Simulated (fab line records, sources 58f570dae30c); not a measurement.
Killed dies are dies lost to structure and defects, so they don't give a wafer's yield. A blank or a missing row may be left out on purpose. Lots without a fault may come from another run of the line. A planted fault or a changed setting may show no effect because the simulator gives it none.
Chamber matching | flow berkeley_cmos170 | UCB170_ACTIVE_ETCH_15 on rie_diel-02: 4 sister chambers
The step etches Si3N4 in CH3F/Ar/O2, stops on SiO2, target depth 242 nm, time 151 s. 4 wafers are shown with their chamber, then 8 later ones without.

WAFERS WITH THEIR CHAMBER
wafer  | chamber | throttle_valve_pct (%)
L226.5 | 1       | 7.87
L228.3 | 3       | 7.99
L228.5 | 0       | 8.11
L232.1 | 2       | 8.10

WAFERS WITHOUT THEIR CHAMBER
wafer  | throttle_valve_pct (%)
L232.3 | 7.98
L232.6 | 7.98
L235.2 | 8.13
L235.5 | 8.09
L235.6 | 7.96
L240.2 | 8.12
L240.4 | 8.09
L240.5 | 8.12

WHICH CHAMBER EACH WENT THROUGH
wafer  | from the rows above     | in truth
L232.3 | 3                       | 3
L232.6 | 3                       | 3
L235.2 | can't be placed: 0 or 2 | 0
L235.5 | can't be placed: 2 or 0 | 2
L235.6 | 3                       | 3
L240.2 | can't be placed: 0 or 2 | 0
L240.4 | can't be placed: 2 or 0 | 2
L240.5 | can't be placed: 0 or 2 | 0
Placed correctly: 3 of 8. Can't be placed from these rows: 5 (the true chamber is among the candidates in 5). Placed wrongly: 0.
How it was worked out, from the rows above alone: a wafer's distance from a chamber is the root of the sum, over the readings, of the square of ((its reading less the chamber's mean) divided by the reading's scatter). The wafer belongs to the nearest chamber; if the next one is less than 2 further off, it can't be placed. A chamber's mean is the mean of its shown wafers. The scatter: with one shown wafer a chamber, the root of the mean of the squares of how far each hidden wafer lies from its nearest shown one.
